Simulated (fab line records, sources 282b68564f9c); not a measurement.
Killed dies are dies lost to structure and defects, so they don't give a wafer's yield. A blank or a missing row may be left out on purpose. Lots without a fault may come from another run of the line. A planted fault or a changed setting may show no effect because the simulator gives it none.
A struck lot beside a sound one | flow rit_cmos | 15 steps out of a route of 202
Sound: wafers L310.3, L310.4, L310.6. Struck: wafers L319.3, L319.4, L319.6. The cause comes at the end.
At each step with rows: each side's tool, then ch and its chambers, then its first start. Under that, the readings that differ: sound wafers | struck wafers | difference of the means | sigmas: that difference in standard deviations of wafers without a fault.
alike: readings whose means differ by less than 2 such deviations, and words and numbers that are the same on both sides. not compared: withheld readings, readings that some wafer has no value for, bounds like >300 that may hide the same value, and numbers for which the record gives no deviation and whose values overlap.
The two part at a step that has a row with sigmas, a row that says differs or no value, or rows on one side only. Numbers that don't overlap but have no deviation are shown without sigmas and don't part them. A reading that every wafer of one side lacks parts them only if that side has two wafers or more.

first, 2 steps without rows for these wafers: RIT_NWELL_HARDBAKE_07 (time 120 s); RIT_NWELL_IMPLANT_08.
RIT_NWELL_STRIP_09: strips in O2, time 180 s.
  sound on plasma_asher-04 ch 0,1, day 2 02:31; struck on plasma_asher-02 ch 0,1, day 4 01:35
  alike: drypump_motor_current_A
  not compared: rf_hours_counter_h
RIT_NWELL_TW_MEAS_10:
  sound on film_metro-04, day 2 02:39; struck on film_metro-03, day 4 01:44
  alike: NWELL_TW
then, 6 steps without rows for these wafers: RIT_PWELL_HMDS_00 (prime time 60 s); RIT_PWELL_COAT_01 (resist thk 1300 nm); RIT_PWELL_SOFTBAKE_02 (time 60 s); RIT_PWELL_EXPOSE_03 (exposes mask M3, target cd 43700 nm); RIT_PWELL_PEB_04; RIT_PWELL_DEVELOP_05 (develop time 68 s).
RIT_PWELL_OVL_MEAS_06:
  sound on overlay-02, day 2 03:43; struck on overlay-01, day 4 02:44
  alike: PWELL_OVL
then, 1 step without rows for these wafers: RIT_PWELL_HARDBAKE_07 (time 120 s).
RIT_PWELL_IMPLANT_08:
  sound on implanter-03 ch 0, day 2 04:02; struck on implanter-03 ch 0, day 4 03:04
  reading                          | sound                      | struck                   | difference | sigmas
  beam_energy_keV                  | 169.99 170.06 170.00       | 163.88 163.83 163.91     | -6.14      | -99 or more
  end_station_pressure_torr (Torr) | 5.01e-06 5.31e-06 4.75e-06 | 5.5e-06 5.7e-06 5.57e-06 | +5.7e-07   | +2
  model.implant.drp_nm (nm)        | 102.9 102.9 102.9          | 101.6 101.6 101.6        | -1.3       |
  alike: faraday_current_uA
RIT_PWELL_STRIP_09: strips in O2, time 180 s.
  sound on plasma_asher-01 ch 0,1, day 2 04:11; struck on plasma_asher-02 ch 0,1, day 4 03:13
  alike: drypump_motor_current_A
  not compared: rf_hours_counter_h
RIT_M1_PROBE_99:
  the record has rows for the struck wafers here (prober-01, day 5 16:23) and none for the sound ones

WHERE THEY PART
First at RIT_PWELL_IMPLANT_08; last, within this record, at RIT_M1_PROBE_99.

WHY: what the simulator had put in
Process parameter drift: implanter-03, from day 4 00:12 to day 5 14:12, at RIT_PWELL_IMPLANT_08. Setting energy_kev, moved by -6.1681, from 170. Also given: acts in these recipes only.
